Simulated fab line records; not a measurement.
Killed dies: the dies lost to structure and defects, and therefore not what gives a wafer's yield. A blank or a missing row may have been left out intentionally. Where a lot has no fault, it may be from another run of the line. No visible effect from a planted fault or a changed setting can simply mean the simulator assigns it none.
Matching of chambers / flow berkeley-cmos170 / UCB170_WELLDRIVE_CLEAN_00 on wet-bench-01 has 3 sister chambers
The step cleans in SPM, time 600 s. 3 wafers are shown with their chamber, then 8 later ones without.

EACH WAFER AND ITS CHAMBER
wafer=L352.6; chamber=1; bath-guard-temp-C (C)=119.5
wafer=L355.5; chamber=2; bath-guard-temp-C (C)=120.2
wafer=L363.1; chamber=3; bath-guard-temp-C (C)=120.7

WAFERS MISSING THEIR CHAMBER
wafer=L363.3; bath-guard-temp-C (C)=120.3
wafer=L363.4; bath-guard-temp-C (C)=120.6
wafer=L365.3; bath-guard-temp-C (C)=119.2
wafer=L365.5; bath-guard-temp-C (C)=119.4
wafer=L365.6; bath-guard-temp-C (C)=119.4
wafer=L364.2; bath-guard-temp-C (C)=120.1
wafer=L364.3; bath-guard-temp-C (C)=120.5
wafer=L364.5; bath-guard-temp-C (C)=120.6

CHAMBER TAKEN BY EACH
wafer=L363.3; from the rows above=can't be placed: 2 or 3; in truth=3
wafer=L363.4; from the rows above=can't be placed: 3 or 2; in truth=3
wafer=L365.3; from the rows above=1; in truth=1
wafer=L365.5; from the rows above=1; in truth=1
wafer=L365.6; from the rows above=1; in truth=1
wafer=L364.2; from the rows above=2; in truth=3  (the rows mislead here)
wafer=L364.3; from the rows above=can't be placed: 3 or 2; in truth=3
wafer=L364.5; from the rows above=can't be placed: 3 or 2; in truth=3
Placed correctly: 3 of 8. Cannot be placed on the basis of these rows: 4; the candidates contain the true chamber in 4. Wrongly placed: 1.
How it was worked out, from the rows above alone: a wafer's distance from a chamber is the root of the sum, over the readings, of the square of ((its reading less the chamber's mean) divided by the reading's scatter). If the next closest chamber is less than 2 further off than the closest, the wafer can't be placed; otherwise it belongs to the closest. For every chamber, the mean is computed from those of its wafers that are shown. The scatter (one wafer shown for each chamber): square how far every hidden wafer sits from the nearest shown wafer, average those squares and take the square root.
